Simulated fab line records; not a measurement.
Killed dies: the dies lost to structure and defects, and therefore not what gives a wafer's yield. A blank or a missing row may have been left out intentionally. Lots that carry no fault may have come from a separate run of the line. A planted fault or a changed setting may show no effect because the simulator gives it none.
A struck lot beside a sound one | flow berkeley_cmos170 | 19 steps out of a route of 331
Sound: these wafers, L237.2, L237.3, L237.5. The struck wafers were L226.2, L226.3, L226.6. Last of all comes the cause.
At each step with rows: each side's tool, then ch and its chambers, then its first start. Under that, the readings that differ: sound wafers | struck wafers | difference of the means | sigmas: that difference in standard deviations of wafers without a fault.
alike: same words and numbers on both sides, and readings whose means sit less than 2 such deviations apart. not compared: any withheld reading, any reading some wafer has no value for, any bound like >300 that may hide the same value, and any number with overlapping values for which the record gives no deviation.
A row with sigmas, a row that says differs or no value, or rows on one side alone: a step with any of these is where the two part. Non-overlapping numbers with no deviation appear without sigmas and do not part them. A reading that every wafer of one side lacks parts them only if that side has two wafers or more.

first, 2 steps without rows for these wafers: UCB170_NVT_PEB_04; UCB170_NVT_DEVELOP_05 (develop time 45 s).
UCB170_NVT_OVL_MEAS_06:
  sound on overlay-01 at day 10 19:55; struck on overlay-01 at day 8 12:58
  alike: NVT_OVL
next, for these wafers, 1 step has no rows: UCB170_NVT_IMPLANT_07.
UCB170_NVT_STRIP_08: strips in O2.
  sound on plasma_asher-02 ch 0, day 10 20:05; struck on plasma_asher-04 ch 0,1, day 8 13:09
  alike: chamber_pressure_mTorr, drypump_motor_current_A, oes_product_au, strip_time_to_endpoint_s
  not compared: rf_hours_counter_h
UCB170_NVT_TW_MEAS_09:
  sound on film_metro-01 at day 10 20:12; struck on film_metro-02 at day 8 13:16
  alike: NVT_TW
then, 6 steps without rows for these wafers: UCB170_NVT_CLEAN_10 (cleans in SPM, time 600 s); UCB170_PVT_HMDS_00 (prime time 60 s); UCB170_PVT_COAT_01 (resist thk 900 nm); UCB170_PVT_SOFTBAKE_02 (time 60 s); UCB170_PVT_EXPOSE_03 (exposes mask NWELL, target cd 3000 nm); UCB170_PVT_PEB_04.
UCB170_PVT_DEVELOP_05: develop time 45 s.
  sound on litho_track-02 ch 0, day 10 21:00; struck on litho_track-01 ch 0, day 8 14:00
  alike: developer_temp_C
UCB170_PVT_OVL_MEAS_06:
  sound on overlay-02 at day 10 21:59; struck on overlay-01 at day 8 14:41
  alike: PVT_OVL
next, for these wafers, 1 step has no rows: UCB170_PVT_IMPLANT_07.
UCB170_PVT_STRIP_08: strips in O2.
  sound on plasma_asher-04 ch 0,1, day 10 22:10; struck on plasma_asher-01 ch 0,1, day 8 14:52
  alike: chamber_pressure_mTorr, drypump_motor_current_A, oes_product_au, strip_time_to_endpoint_s
  not compared: rf_hours_counter_h
UCB170_PVT_TW_MEAS_09:
  sound on film_metro-01 at day 10 22:17; struck on film_metro-01 at day 8 14:58
  reading | sound       | struck   | difference | sigmas
  PVT_TW  | 508 510 507 | 31 31 31 | -477       | -99 or more
then, 1 step without rows for these wafers: UCB170_GATE_WET_ETCH_00 (etches SiO2 in dHF, time 200 s).
-- the record jumps here: 2 days lie between the struck wafers' starts before and after (it left off in module GATE and takes up again in module M3, whose first step shown is number 331 of the route) --
UCB170_M3_PROBE_99:
  rows exist in the record for the struck wafers here (prober-02, day 11 00:14), but not for the sound ones

WHERE THEY PART
Earliest at UCB170_PVT_TW_MEAS_09; latest, in this record, at UCB170_M3_PROBE_99.

WHY: what the simulator had put in
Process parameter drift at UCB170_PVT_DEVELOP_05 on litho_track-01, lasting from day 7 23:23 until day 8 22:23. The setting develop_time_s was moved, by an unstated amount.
